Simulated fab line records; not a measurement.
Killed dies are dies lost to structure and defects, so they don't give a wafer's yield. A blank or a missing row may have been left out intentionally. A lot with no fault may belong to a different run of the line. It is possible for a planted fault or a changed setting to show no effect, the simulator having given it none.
A lot that was struck, set against a sound lot + flow rit cmos + 15 out of 202 route steps
Sound: wafers L976.2, L976.3, L976.6. Wafers L988.3, L988.4, L988.6 were the ones struck. The cause comes at the end.
At each step with rows: each side's tool, then ch and its chambers, then its first start. Under that, the readings that differ: sound wafers + struck wafers + difference of the means + sigmas: that difference in standard deviations of wafers without a fault.
alike: same words and numbers on both sides, and readings whose means sit less than 2 such deviations apart. not compared: any withheld reading, any reading some wafer has no value for, any bound like >300 that may hide the same value, and any number with overlapping values for which the record gives no deviation.
The two part at a step that has a row with sigmas, a row that says differs or no value, or rows on one side only. Numbers that don't overlap but have no deviation are shown without sigmas and don't part them. A reading that every wafer of one side lacks parts them only if that side has two wafers or more.

RIT_FOX2_THK_MEAS_01:
  sound on film metro-03 at day 2 16:14; struck on film metro-03 at day 5 04:44
  alike: FOX2_OXIDE_THK
then, 2 steps without rows for these wafers: RIT_FOX2_CLEAN_02 (cleans in dHF, time 180 s); RIT_FOX2_WET_ETCH_03 (etches Si3N4 in H3PO4, target depth 195 nm, time 2700 s).
RIT_FOX2_THK_MEAS_90:
  sound on film metro-02 at day 2 18:04; struck on film metro-03 at day 5 05:37
  alike: FIELD_OXIDE_LEFT_1_THK
then, 6 steps without rows for these wafers: RIT_NWELL_HMDS_00 (prime time 60 s); RIT_NWELL_COAT_01 (resist thk 1300 nm); RIT_NWELL_SOFTBAKE_02 (time 60 s); RIT_NWELL_EXPOSE_03 (exposes mask M2, target cd 43900 nm); RIT_NWELL_PEB_04; RIT_NWELL_DEVELOP_05 (develop time 68 s).
RIT_NWELL_OVL_MEAS_06:
  sound on overlay-01 at day 2 19:01; struck on overlay-01 at day 5 06:35
  alike: NWELL_OVL
then, 1 step without rows for these wafers: RIT_NWELL_HARDBAKE_07 (time 120 s).
RIT_NWELL_IMPLANT_08:
  sound on implanter-02 ch 0, day 2 19:19; struck on implanter-02 ch 0, day 5 06:55
| reading                   | sound                | struck               | difference | sigmas      |
|---------------------------|----------------------|----------------------|------------|-------------|
| beam energy keV           | 170.01 170.00 170.08 | 152.92 152.99 152.91 | -17.09     | -99 or more |
| model.implant.rp nm (nm)  | 213.5 213.5 213.5    | 194.4 194.4 194.4    | -19.1      |             |
| model.implant.drp nm (nm) | 68.82 68.82 68.82    | 63.67 63.67 63.67    | -5.15      |             |
  alike: dose ions cm2
RIT_NWELL_STRIP_09: strips in O2, time 180 s.
  sound on plasma asher-04 ch 0,1, day 2 19:26; struck on plasma asher-03 ch 0,1, day 5 07:05
  alike: drypump motor current A
  not compared: rf hours counter h
RIT_M1_PROBE_99:
  sound on prober-01 at day 4 08:28; struck on prober-01 at day 7 00:12
| reading                               | sound                   | struck                 | difference | sigmas |
|---------------------------------------|-------------------------|------------------------|------------|--------|
| model.etest.field p metal.vt v (V)    | -27.85 -28.62 -28.57    | -27.11 -27.1 -27.11    | +1.24      |        |
| model.etest.field p.vt v (V)          | -12.53 -12.48 -12.58    | -11.98 -11.9 -11.79    | +0.64      |        |
| model.etest.iso nwell nwell.bv v (V)  | 22.29 22.05 22.14       | 22.41 22.55 22.8       | +0.43      |        |
| model.etest.pmos narrow.vt less v (V) | 0.01977 0.01808 0.02238 | 0.02601 0.02572 0.0287 | +0.00673   |        |
  alike: killed at contacts, killed at front end, killed dies, killed open, killed short

== WHERE THEY PART ==
Within this record, at RIT_NWELL_IMPLANT_08 only. Later steps at which nothing parts them and some readings are alike: RIT_NWELL_STRIP_09, RIT_M1_PROBE_99.

WHY: whatever the simulator had introduced
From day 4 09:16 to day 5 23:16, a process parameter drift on implanter-02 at RIT_NWELL_IMPLANT_08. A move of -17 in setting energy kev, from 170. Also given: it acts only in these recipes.
